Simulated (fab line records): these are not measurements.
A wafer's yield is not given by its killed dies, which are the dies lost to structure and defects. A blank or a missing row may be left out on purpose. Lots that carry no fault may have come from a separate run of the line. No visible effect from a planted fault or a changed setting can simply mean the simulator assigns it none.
One fault through the eyes of 2 desks :: flow rit cmos :: every desk sees just its own numbers, and what lay behind them comes last

== FROM THE METROLOGY DESK ==
What the gauges read for every lot (on any tool): the sampled wafers with a number, averaged. The brackets show how far a lot's mean lies from the usual mean; more than 4 standard deviations puts the lot out of limits, marked OUT.
Columns: A = ACTIVE_NITRIDE_THK at RIT_ACTIVE_THK_MEAS_04, usual 150.0 nm
lot: L736
first seen here: day 1 14:14
A: 146.6

lot: L737
first seen here: day 1 18:32
A: 150.5

lot: L738
first seen here: day 1 23:32
A: 149.3

lot: L739
first seen here: day 2 04:32
A: 149.3

lot: L741
first seen here: day 2 15:14
A: 152.6

lot: L745
first seen here: day 3 10:32
A: 149.1

lot: L747
first seen here: day 3 21:15
A: 148.6

lot: L748
first seen here: day 4 01:32
A: 150.3

lot: L750
first seen here: day 4 11:40
A: 148.8

lot: L751
first seen here: day 4 20:11
A: 149.3

lot: L755
first seen here: day 5 14:02
A: 195.4 (+25) OUT

lot: L757
first seen here: day 6 00:49
A: 149.9

lot: L759
first seen here: day 6 08:52
A: 151.0
This desk finds L755 out of limits, with the earliest case on L755 at day 5 14:02 (ACTIVE_NITRIDE_THK at RIT_ACTIVE_THK_MEAS_04). In limits: L736, L737, L738, L739, L741, L745, L747, L748, L750, L751, L757, L759.

== AT THE TOOL OWNER'S DESK: lpcvd-01 ==
The tool's own readings at RIT_ACTIVE_CVD_03 (deposits Si3N4 from SiH2Cl2/NH3, target thk 150 nm, time 1500 s): means of the sampled wafers that have a number, for each lot that ran on this tool. The brackets show how far a lot's mean lies from the usual mean; more than 4 standard deviations puts the lot out of limits, marked OUT.
Columns: A = spike tc centre C at RIT_ACTIVE_CVD_03, usual 811.2 C; B = spike tc load C at RIT_ACTIVE_CVD_03, usual 834.7 C; C = spike tc source C at RIT_ACTIVE_CVD_03, usual 835 C; D = susceptor temp C at RIT_ACTIVE_CVD_03, usual 810.1 C; E = zone power load pct at RIT_ACTIVE_CVD_03, usual 20.4 %
lot: L737
first seen here: day 1 17:07
A: 811.5
B: 837.0
C: 829
D: 809.9
E: 22.0

lot: L738
first seen here: day 1 22:07
A: 810.6
B: 835.1
C: 830
D: 810.1
E: 21.9

lot: L739
first seen here: day 2 03:07
A: 810.3
B: 833.9
C: 839
D: 810.2
E: 20.5

lot: L745
first seen here: day 3 09:07
A: 810.9
B: 834.1
C: 840
D: 809.8
E: 20.5

lot: L748
first seen here: day 4 00:07
A: 811.3
B: 833.7
C: 839
D: 809.9
E: 20.5

lot: L750
first seen here: day 4 10:14
A: 810.2
B: 833.2
C: 839
D: 810.3
E: 20.4

lot: L751
first seen here: day 4 18:45
A: 811.0
B: 834.7
C: 830
D: 810.2
E: 22.1

lot: L755
first seen here: day 5 12:35
A: 825.9 (+12) OUT
B: 851.0 (+7.8) OUT
C: 846
D: 824.8 (+43) OUT
E: 22.6

lot: L759
first seen here: day 6 07:26
A: 810.1
B: 833.9
C: 839
D: 810.2
E: 20.5
This desk finds L755 out of limits, L755 being first, at day 5 12:35 (spike tc centre C at RIT_ACTIVE_CVD_03). In limits: L737, L738, L739, L745, L748, L750, L751, L759.

== BROUGHT TOGETHER ==
On L755, at day 5 12:35, an alarm was possible from the tool owner's desk.
Metrology desk: alarm possible at day 5 14:02 on L755.
The lots listed all ran RIT_ACTIVE_CVD_03 on lpcvd-01.

== WHAT THE SIMULATOR HAD PUT IN ==
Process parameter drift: lpcvd-01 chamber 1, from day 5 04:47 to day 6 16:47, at RIT_ACTIVE_CVD_03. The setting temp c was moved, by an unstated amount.
Struck lots among those shown: L755.
Counting hours from when the fault started, the first reading out of limits came at 8 for the tool owner's desk and at 9 for the metrology desk.
